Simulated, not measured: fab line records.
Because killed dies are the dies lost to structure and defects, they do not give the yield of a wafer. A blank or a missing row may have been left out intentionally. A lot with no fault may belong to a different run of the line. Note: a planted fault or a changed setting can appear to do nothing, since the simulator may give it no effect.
Lot-split experiment :: flow berkeley_cmos170 :: 5 lots, 23 wafers read, on a route of 331 steps

## ON THE SPLIT
At UCB170_PVT_COAT_01 (resist thk 900 nm), the setting resist_thk_nm was moved away from the recipe's 900 nm on 7 of the 23 wafers read, by -5.0% to -3.5%. This setting was run at the recipe's value on the other wafers.

Reading taken at the split's own step.

## THE READING
KrF_of_PVT_COAT_01.thk_nm (the simulator's own value, which no gauge read), in nm, at UCB170_PVT_COAT_01 (resist thk 900 nm). There is no usual value for it anywhere in the file. The 16 wafers here that ran the recipe average 899.3 nm, standard deviation 2.4 nm.

wafer: L074.1
tool, chamber at the split: litho_track-02, 0
resist_thk_nm as run, nm: 855.2
against the recipe: -5.0%
KrF_of_PVT_COAT_01.thk_nm, nm: 850.1
against lot-mates on the recipe: -47.9

wafer: L074.2
tool, chamber at the split: litho_track-02, 0
resist_thk_nm as run, nm: 855.2
against the recipe: -5.0%
KrF_of_PVT_COAT_01.thk_nm, nm: 852
against lot-mates on the recipe: -46.0

wafer: L074.3
tool, chamber at the split: litho_track-02, 0
resist_thk_nm as run, nm: 900
against the recipe: recipe
KrF_of_PVT_COAT_01.thk_nm, nm: 897.8
against lot-mates on the recipe: -

wafer: L074.4
tool, chamber at the split: litho_track-02, 0
resist_thk_nm as run, nm: 900
against the recipe: recipe
KrF_of_PVT_COAT_01.thk_nm, nm: 898.3
against lot-mates on the recipe: -

wafer: L074.5
tool, chamber at the split: litho_track-02, 0
resist_thk_nm as run, nm: 855.2
against the recipe: -5.0%
KrF_of_PVT_COAT_01.thk_nm, nm: 851.2
against lot-mates on the recipe: -46.8

wafer: L075.1
tool, chamber at the split: litho_track-01, 0
resist_thk_nm as run, nm: 900
against the recipe: recipe
KrF_of_PVT_COAT_01.thk_nm, nm: 896.8
against lot-mates on the recipe: -

wafer: L075.2
tool, chamber at the split: litho_track-01, 0
resist_thk_nm as run, nm: 900
against the recipe: recipe
KrF_of_PVT_COAT_01.thk_nm, nm: 896.2
against lot-mates on the recipe: -

wafer: L075.3
tool, chamber at the split: litho_track-01, 0
resist_thk_nm as run, nm: 900
against the recipe: recipe
KrF_of_PVT_COAT_01.thk_nm, nm: 897
against lot-mates on the recipe: -

wafer: L075.5
tool, chamber at the split: litho_track-01, 0
resist_thk_nm as run, nm: 900
against the recipe: recipe
KrF_of_PVT_COAT_01.thk_nm, nm: 898.3
against lot-mates on the recipe: -

wafer: L075.6
tool, chamber at the split: litho_track-01, 0
resist_thk_nm as run, nm: 900
against the recipe: recipe
KrF_of_PVT_COAT_01.thk_nm, nm: 897.7
against lot-mates on the recipe: -

wafer: L080.1
tool, chamber at the split: litho_track-02, 0
resist_thk_nm as run, nm: 900
against the recipe: recipe
KrF_of_PVT_COAT_01.thk_nm, nm: 903.6
against lot-mates on the recipe: -

wafer: L080.3
tool, chamber at the split: litho_track-02, 0
resist_thk_nm as run, nm: 900
against the recipe: recipe
KrF_of_PVT_COAT_01.thk_nm, nm: 900.8
against lot-mates on the recipe: -

wafer: L080.4
tool, chamber at the split: litho_track-02, 0
resist_thk_nm as run, nm: 900
against the recipe: recipe
KrF_of_PVT_COAT_01.thk_nm, nm: 900.6
against lot-mates on the recipe: -

wafer: L081.1
tool, chamber at the split: litho_track-02, 0
resist_thk_nm as run, nm: 868.4
against the recipe: -3.5%
KrF_of_PVT_COAT_01.thk_nm, nm: 867
against lot-mates on the recipe: -31.9

wafer: L081.2
tool, chamber at the split: litho_track-02, 0
resist_thk_nm as run, nm: 900
against the recipe: recipe
KrF_of_PVT_COAT_01.thk_nm, nm: 901
against lot-mates on the recipe: -

wafer: L081.4
tool, chamber at the split: litho_track-02, 0
resist_thk_nm as run, nm: 900
against the recipe: recipe
KrF_of_PVT_COAT_01.thk_nm, nm: 900.6
against lot-mates on the recipe: -

wafer: L081.5
tool, chamber at the split: litho_track-02, 0
resist_thk_nm as run, nm: 868.4
against the recipe: -3.5%
KrF_of_PVT_COAT_01.thk_nm, nm: 867.6
against lot-mates on the recipe: -31.3

wafer: L081.6
tool, chamber at the split: litho_track-02, 0
resist_thk_nm as run, nm: 900
against the recipe: recipe
KrF_of_PVT_COAT_01.thk_nm, nm: 895.2
against lot-mates on the recipe: -

wafer: L085.1
tool, chamber at the split: litho_track-04, 0
resist_thk_nm as run, nm: 900
against the recipe: recipe
KrF_of_PVT_COAT_01.thk_nm, nm: 899.5
against lot-mates on the recipe: -

wafer: L085.2
tool, chamber at the split: litho_track-04, 0
resist_thk_nm as run, nm: 900
against the recipe: recipe
KrF_of_PVT_COAT_01.thk_nm, nm: 902.7
against lot-mates on the recipe: -

wafer: L085.5
tool, chamber at the split: litho_track-04, 0
resist_thk_nm as run, nm: 900
against the recipe: recipe
KrF_of_PVT_COAT_01.thk_nm, nm: 902.7
against lot-mates on the recipe: -

wafer: L085.3
tool, chamber at the split: litho_track-04, 0
resist_thk_nm as run, nm: 856.7
against the recipe: -4.8%
KrF_of_PVT_COAT_01.thk_nm, nm: 858.8
against lot-mates on the recipe: -42.8

wafer: L085.6
tool, chamber at the split: litho_track-04, 0
resist_thk_nm as run, nm: 856.7
against the recipe: -4.8%
KrF_of_PVT_COAT_01.thk_nm, nm: 859.5
against lot-mates on the recipe: -42.1

THE FIT
A straight line over all 23 wafers: KrF_of_PVT_COAT_01.thk_nm changes by +9.17 nm for each +1% of resist_thk_nm; r = +0.99; the points scatter about the line by 2.7 nm.
The same after taking each lot's own level away (the mean of its wafers on the recipe; 23 wafers): +9.17 nm for each +1%; r = +1.00; scatter 1.5 nm.
That fit puts the effect of the largest move of resist_thk_nm on the reading at 46 nm.
Measured against the standard deviation above, the lots' own levels, which go from 897.20 to 901.67 nm, span 1.8 times it.
The two slopes agree, so the slope changes little with the lot-to-lot level.
Check: with one of the wafers moved furthest among these (-5.0%) left out of the fit, the line predicts -45.2 nm for it against its lot-mates. It came out at -47.9 nm against them.

## ADDITIONAL SPLITS CARRIED BY THESE WAFERS
These wafers also went through other splits before the reading. Each is held against what the fit with the lots' levels taken away leaves over:
other split on the same wafers: UCB170_START_OXIDATION_02 temp_c
wafers away from the commonest value: 18
r with KrF_of_PVT_COAT_01.thk_nm (lot level and that fit taken away): +0.09

other split on the same wafers: UCB170_NWELL_CVD_04 nh3_flow_sccm
wafers away from the commonest value: 15
r with KrF_of_PVT_COAT_01.thk_nm (lot level and that fit taken away): -0.05

other split on the same wafers: UCB170_PWELL_CVD_05 time_s
wafers away from the commonest value: 15
r with KrF_of_PVT_COAT_01.thk_nm (lot level and that fit taken away): -0.01

other split on the same wafers: UCB170_WELLDRIVE_OXIDATION_01 temp_c
wafers away from the commonest value: 18
r with KrF_of_PVT_COAT_01.thk_nm (lot level and that fit taken away): +0.29

other split on the same wafers: UCB170_ACTIVE_STRIP_16 power_w
wafers away from the commonest value: 12
r with KrF_of_PVT_COAT_01.thk_nm (lot level and that fit taken away): +0.12

other split on the same wafers: UCB170_PFIELD_IMPLANT_07 energy_kev
wafers away from the commonest value: 12
r with KrF_of_PVT_COAT_01.thk_nm (lot level and that fit taken away): +0.01

other split on the same wafers: UCB170_SCREENOX_OXIDATION_01 ox_time_s
wafers away from the commonest value: 15
r with KrF_of_PVT_COAT_01.thk_nm (lot level and that fit taken away): +0.17

## THE WHOLE CHAIN: every reading that the file lists as answering this split, in the file's order
step: UCB170_PVT_COAT_01
what it does: resist thk 900 nm
reading: KrF_of_PVT_COAT_01.thk_nm (the simulator's own value, which no gauge read)
change (the file's fit): +9.11 nm for each +1% of the setting
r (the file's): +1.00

step: UCB170_PVT_STRIP_08
what it does: strips in O2
reading: strip_time_to_endpoint_s
change (the file's fit): withheld for each +1% of the setting
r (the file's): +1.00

## FILE'S OWN FIT
KrF_of_PVT_COAT_01.thk_nm changes by +9.11 nm for each +1% of resist_thk_nm, r = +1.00.
